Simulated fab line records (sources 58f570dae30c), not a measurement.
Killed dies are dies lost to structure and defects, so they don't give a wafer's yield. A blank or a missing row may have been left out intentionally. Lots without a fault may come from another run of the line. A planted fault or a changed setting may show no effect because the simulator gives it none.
Problem report, 8D (eight disciplines) form, completed by code | flow berkeley cmos170 | the parts of the form that need people (team, actions taken, sign-off) are left out

== 1. PROBLEM STATEMENT ==
Mean of beam energy keV at UCB170_NVT_IMPLANT_07: 48.969 across 6 wafers in 2 lots; on wafers with no fault it is 49.997 (standard deviation 0.016). Relative to the usual mean, that is a shift of -64 standard deviations.
Seen first at day 8 15:34 on implanter-02, wafer L287.1. The record holds 42 wafers of 14 lots with a number at this step. By rule, "out" or "out of limits" means more than 4 standard deviations away from the usual mean. The rest of the wafers with a number are treated as sound.

== 2. WHAT THIS IS AND IS NOT ==
question                    | is                     | is not
which readings at this step | beam energy keV        | faraday current uA
which lots                  | L287, L288             | L277, L278, L279, L280, L281, L282, L283, L284, L285, L294, L296, L299
which wafers of those lots  | all that have a number | -
read on which tools         | implanter-02           | implanter-01, implanter-03
when                        | from day 8 15:34       | up to then (27 sound wafers); but 9 sound wafers of L294, L296, L299 came after

== 3. SUSPECTS, AND WHAT RULES EACH OUT ==
Counting: a tool at any process step up to the reading remains a suspect when it ran all the lots that are out and ran no sound lot after the first of those.
- implanter-02 at UCB170_NVT_IMPLANT_07: kept. Every lot that is out went through it, starting with L287 (day 8 15:34), and after that it ran no sound lot; the last sound lot it ran before then is L282 (day 7 23:41). On those wafers its own readings are out: beam energy keV.
Remaining after the count: implanter-02 at UCB170_NVT_IMPLANT_07.

== 4. THE CAUSE (what the simulator had put in) ==
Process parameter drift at UCB170_NVT_IMPLANT_07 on implanter-02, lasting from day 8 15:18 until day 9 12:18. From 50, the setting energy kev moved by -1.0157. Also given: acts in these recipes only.
Only this tool survived the counting.

== 5. THE CHAIN OF EFFECTS, in route order ==
Each row: a reading whose mean over the struck wafers that have a number lies more than 3 standard deviations from the usual. Readings are gone through only where the record gives a usual standard deviation; hours: the median, over the lots, of the time from a lot's start at the first step in this table giving one to that lot's start at this step; sigmas: the change measured in usual standard deviations.
hours | step                  | reading         | usual  | on struck wafers | change | sigmas
0     | UCB170_NVT_IMPLANT_07 | beam energy keV | 49.997 | 48.969           | -1.028 | -64
Process steps it contains:
- UCB170_NVT_IMPLANT_07

== 6. HOW IT WOULD HAVE BEEN CAUGHT EARLIER ==
0 hours passed between the start of the fault at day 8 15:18 and the first reading out of limits in this record, taken at day 8 15:34.
